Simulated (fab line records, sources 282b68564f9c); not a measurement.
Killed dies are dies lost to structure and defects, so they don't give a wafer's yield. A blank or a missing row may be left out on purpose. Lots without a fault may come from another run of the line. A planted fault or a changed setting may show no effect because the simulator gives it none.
Tool commonality check | flow rit_cmos | 14 lots, 48 wafers sampled

WHY IT WAS OPENED
At RIT_CONTACT_THK_MEAS_01 the reading CONTACT_TEOS_THK is flagged on 2 of 14 lots. Wafers without a fault read 399 nm, standard deviation 5.
Rule: a lot is flagged when every wafer of it that has a number lies more than 4 standard deviations from that mean, or none has a number. The other lots count as sound.

lot  | measured    | on            | CONTACT_TEOS_THK (nm), wafer by wafer | flag
L432 | day 3 02:35 | film_metro-03 | 390 390 401                           |
L433 | day 3 08:22 | film_metro-03 | 401 398 404                           |
L434 | day 3 12:28 | film_metro-03 | 802 799 808 802 799 808               | FLAGGED
L435 | day 3 18:03 | film_metro-03 | 395 404 401                           |
L439 | day 4 13:34 | film_metro-02 | 799 788 787 798 787 787               | FLAGGED
L444 | day 5 15:50 | film_metro-03 | 395 397 406                           |
L445 | day 5 19:08 | film_metro-02 | 402 397 397                           |
L446 | day 6 00:50 | film_metro-03 | 400 400 399                           |
L447 | day 6 04:43 | film_metro-04 | 398 402 402                           |
L448 | day 6 10:05 | film_metro-02 | 398 403 404                           |
L449 | day 6 16:40 | film_metro-03 | 397 399 400                           |
L452 | day 7 06:55 | film_metro-03 | 391 402 402                           |
L454 | day 7 18:49 | film_metro-03 | 396 401 400                           |
L455 | day 7 22:47 | film_metro-03 | 391 400 405                           |
The numbers of the flagged lots are 797 nm on average: +398 nm against the usual, or +80 standard deviations.

WHICH TOOL RAN EACH LOT
The record holds 2 process steps before the reading, out of a route of 202 steps. In each cell: the tool, then ch and the chambers that the sampled wafers went through, then the start.
lot  | flag    | RIT_ACTIVE_STRIP_14                 | RIT_CONTACT_CVD_00
L432 |         | plasma_asher-02 ch 0,1, day 1 14:50 | pecvd-03 ch 0,1,2, day 3 02:32
L433 |         | plasma_asher-03 ch 0,1, day 1 19:58 | pecvd-04 ch 0,2, day 3 08:19
L434 | FLAGGED | plasma_asher-03 ch 1, day 2 01:03   | pecvd-01 ch 0,1,2, day 3 12:12
L435 |         | plasma_asher-03 ch 0,1, day 2 06:01 | pecvd-03 ch 0,1,2, day 3 18:00
L439 | FLAGGED | plasma_asher-01 ch 0,1, day 3 01:50 | pecvd-04 ch 0,1,2, day 4 13:17
L444 |         | plasma_asher-03 ch 0,1, day 4 02:54 | pecvd-03 ch 0,1,2, day 5 15:47
L445 |         | plasma_asher-03 ch 0,1, day 4 07:54 | pecvd-04 ch 0,1,2, day 5 19:05
L446 |         | plasma_asher-03 ch 0,1, day 4 12:58 | pecvd-01 ch 0,1,2, day 6 00:47
L447 |         | plasma_asher-01 ch 0,1, day 4 18:02 | pecvd-03 ch 1,2, day 6 04:39
L448 |         | plasma_asher-03 ch 0,1, day 4 22:50 | pecvd-04 ch 0,1, day 6 09:59
L449 |         | plasma_asher-03 ch 0,1, day 5 04:00 | pecvd-01 ch 0,2, day 6 16:37
L452 |         | plasma_asher-03 ch 0,1, day 5 19:35 | pecvd-01 ch 0,1, day 7 06:52
L454 |         | plasma_asher-02 ch 0, day 6 04:50   | pecvd-03 ch 0,1,2, day 7 18:46
L455 |         | plasma_asher-03 ch 0,1, day 6 09:58 | pecvd-01 ch 0,1,2, day 7 22:43
What these steps do:
- RIT_ACTIVE_STRIP_14: strips in O2, time 180 s.
- RIT_CONTACT_CVD_00: deposits SiO2 from TEOS, target thk 400 nm, time 61 s.
- RIT_CONTACT_THK_MEAS_01

FLAGGED OVER TOTAL, TOOL BY TOOL (the gauges that took the reading come last)
step                    | tool            | lots run | flagged | share of the flagged lots | sound lots run after its first flagged lot
RIT_ACTIVE_STRIP_14     | plasma_asher-01 | 2        | 1       | some                      | 1 (L447)
RIT_ACTIVE_STRIP_14     | plasma_asher-02 | 2        | 0       | none                      | -
RIT_ACTIVE_STRIP_14     | plasma_asher-03 | 10       | 1       | some                      | 8 (L435,L444,L445,L446,L448,L449,L452,L455)
RIT_CONTACT_CVD_00      | pecvd-01        | 5        | 1       | some                      | 4 (L446,L449,L452,L455)
RIT_CONTACT_CVD_00      | pecvd-03        | 5        | 0       | none                      | -
RIT_CONTACT_CVD_00      | pecvd-04        | 4        | 1       | some                      | 2 (L445,L448)
RIT_CONTACT_THK_MEAS_01 | film_metro-02   | 3        | 1       | some                      | 2 (L445,L448)
RIT_CONTACT_THK_MEAS_01 | film_metro-03   | 10       | 1       | some                      | 7 (L435,L444,L446,L449,L452,L454,L455)
RIT_CONTACT_THK_MEAS_01 | film_metro-04   | 1        | 0       | none                      | -

WHAT THE TABLE ALLOWS
No row of the table ran every flagged lot.

WHAT THE SIMULATOR HAD PUT IN
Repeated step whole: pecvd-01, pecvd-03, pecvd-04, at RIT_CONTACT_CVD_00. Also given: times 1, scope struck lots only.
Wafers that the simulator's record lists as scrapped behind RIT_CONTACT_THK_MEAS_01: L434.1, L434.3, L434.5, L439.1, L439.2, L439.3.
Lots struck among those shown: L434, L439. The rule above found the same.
